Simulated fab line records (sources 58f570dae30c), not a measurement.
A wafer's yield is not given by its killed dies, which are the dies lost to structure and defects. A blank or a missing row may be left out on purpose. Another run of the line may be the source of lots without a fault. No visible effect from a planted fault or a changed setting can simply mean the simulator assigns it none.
Problem report in the 8D (eight disciplines) form, filled by code | flow berkeley cmos170 | the parts of the form that need people (team, actions taken, sign-off) are left out

1. THE ISSUE
Mean of spin speed rpm at UCB170_CONTACT_COAT_10: 1361.2 rpm across 9 wafers in 3 lots; on wafers with no fault it is 1500.0 rpm (standard deviation 0.87). That is -99 or more standard deviations from the usual mean.
The step: resist thk 900 nm.
First seen on wafer L346.1, day 8 05:00, on litho track-02. At this step, 45 wafers from 15 lots have a number in the record. The rule behind "out" and "out of limits": a value lying over 4 standard deviations away from the usual mean. All remaining wafers that have a number are taken as sound.

2. WHAT IT IS, AND WHAT IT ISN'T
question                    | is                     | is not
which readings at this step | spin speed rpm         | -
which lots                  | L346, L348, L350       | L341, L342, L343, L344, L345, L347, L349, L355, L357, L360, L363, L364
which wafers of those lots  | all that have a number | -
read on which tools         | litho track-02         | litho track-03, litho track-04
when                        | from day 8 05:00       | up to then (18 sound wafers); but 18 sound wafers of L349, L355, L357, L360, L363, L364 came after

3. SUSPECTS, AND WHAT RULES EACH OUT
Counting: a tool stays on the suspect list if, at a process step up to the reading, it processed all lots that are out and no sound lot following the first of them.
- litho track-02 at UCB170_CONTACT_COAT_10 (resist thk 900 nm): ruled out as a lasting fault. Sound lots L364 ran on it after its first lot that is out, L346 (day 8 05:00).
Left after counting: nothing in the record.

4. THE CAUSE (what the simulator had put in)
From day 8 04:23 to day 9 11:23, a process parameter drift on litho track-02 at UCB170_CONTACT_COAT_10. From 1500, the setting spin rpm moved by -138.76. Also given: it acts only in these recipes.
Counting ruled it out, wrongly.

5. SEQUENCE OF EFFECTS, ordered by route
Rows list readings where the struck wafers' mean (over those with a number) sits beyond 3 standard deviations from the usual. Only readings for which the record gives a usual standard deviation are gone through. hours: the time from each lot's start at the first step in this table that gives one to its start at this step, as a median over the lots. sigmas: the change in usual standard deviations.
hours | step                   | reading        | usual      | on struck wafers | change | sigmas
0     | UCB170_CONTACT_COAT_10 | spin speed rpm | 1500.0 rpm | 1361.2           | -138.8 | -99 or more
The process steps in it:
- UCB170_CONTACT_COAT_10: resist thk 900 nm.

6. HOW IT WOULD HAVE BEEN CAUGHT EARLIER
In this record the first reading out of limits was taken at day 8 05:00, 1 hour after the fault began at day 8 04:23.
